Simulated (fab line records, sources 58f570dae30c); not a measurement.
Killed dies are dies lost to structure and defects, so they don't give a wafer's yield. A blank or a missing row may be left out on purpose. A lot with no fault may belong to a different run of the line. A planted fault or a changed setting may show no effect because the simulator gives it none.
2 desks, one fault || flow berkeley-cmos170 || every desk sees just its own numbers, and what lay behind them comes last

TOOL OWNER'S DESK, implanter-02
The tool's own readings at UCB170_NLDD_IMPLANT_09: means of the sampled wafers that have a number, for each lot that ran on this tool. Any lot whose mean is over 4 standard deviations away from the usual mean is out of limits and marked OUT; that distance is given in the brackets.
Columns: A = dose-ions-cm2 at UCB170_NLDD_IMPLANT_09, usual 4.999e+13; B = faraday-current-uA at UCB170_NLDD_IMPLANT_09, usual 159
{"lot": "L437", "first seen here": "day 7 15:01", "A": 5.001e+13, "B": 158}
{"lot": "L439", "first seen here": "day 8 04:04", "A": 4.999e+13, "B": 157}
{"lot": "L443", "first seen here": "day 8 04:23", "A": 5.003e+13, "B": 162}
{"lot": "L444", "first seen here": "day 8 19:17", "A": 4.996e+13, "B": 161}
{"lot": "L446", "first seen here": "day 9 15:32", "A": 4.996e+13, "B": 158}
{"lot": "L449", "first seen here": "day 10 04:25", "A": 4.994e+13, "B": 159}
{"lot": "L454", "first seen here": "day 11 05:16", "A": "5.114e+13 (+23) OUT", "B": 165}
{"lot": "L459", "first seen here": "day 12 16:07", "A": "5.113e+13 (+23) OUT", "B": 167}
This desk's finding: out of limits on L454, L459; first on L454, day 11 05:16 (dose-ions-cm2 at UCB170_NLDD_IMPLANT_09). In limits: L437, L439, L443, L444, L446, L449.

METROLOGY DESK
Means of the sampled wafers that have a number, per lot and without regard to the tool the lot ran on: this is what the gauges read. Any lot whose mean is over 4 standard deviations away from the usual mean is out of limits and marked OUT; that distance is given in the brackets.
Columns: A = NLDD_RS at UCB170_SDANNEAL_RS_MEAS_05, usual 615.5 ohm/sq
{"lot": "L437", "first seen here": "day 8 07:06", "A": 616.9}
{"lot": "L440", "first seen here": "day 8 18:10", "A": 616.2}
{"lot": "L441", "first seen here": "day 8 18:10", "A": 615.9}
{"lot": "L438", "first seen here": "day 8 18:19", "A": 614.9}
{"lot": "L442", "first seen here": "day 8 18:41", "A": 616.7}
{"lot": "L439", "first seen here": "day 8 19:10", "A": 613.8}
{"lot": "L443", "first seen here": "day 8 19:13", "A": 617.3}
{"lot": "L444", "first seen here": "day 9 08:32", "A": 614.3}
{"lot": "L446", "first seen here": "day 10 04:50", "A": 614.4}
{"lot": "L450", "first seen here": "day 10 16:11", "A": 615.2}
{"lot": "L449", "first seen here": "day 10 16:47", "A": 614.1}
{"lot": "L454", "first seen here": "day 11 17:46", "A": 609.9}
{"lot": "L457", "first seen here": "day 12 23:11", "A": 616.4}
{"lot": "L459", "first seen here": "day 13 03:50", "A": "608.7 (-4.2) OUT"}
This desk's finding: out of limits on L459; first on L459, day 13 03:50 (NLDD_RS at UCB170_SDANNEAL_RS_MEAS_05). In limits: L437, L440, L441, L438, L442, L439, L443, L444, L446, L450, L449, L454, L457.

PUT TOGETHER
An alarm could have come from the tool owner's desk at day 11 05:16, on L454, L459.
L459 would have let the metrology desk raise an alarm at day 13 03:50.
The metrology desk holds a record of L454, inside its limits.
UCB170_NLDD_IMPLANT_09 was run on implanter-02 by each of the lots named.

WHAT HAD BEEN PUT IN BY THE SIMULATOR
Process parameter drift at UCB170_NLDD_IMPLANT_09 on implanter-02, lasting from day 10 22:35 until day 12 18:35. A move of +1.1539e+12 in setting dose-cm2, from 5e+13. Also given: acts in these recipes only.
Lots struck among those shown: L454, L459.
Hours from the fault's start to each desk's first reading out of limits: the tool owner's desk, 7; the metrology desk, 53.
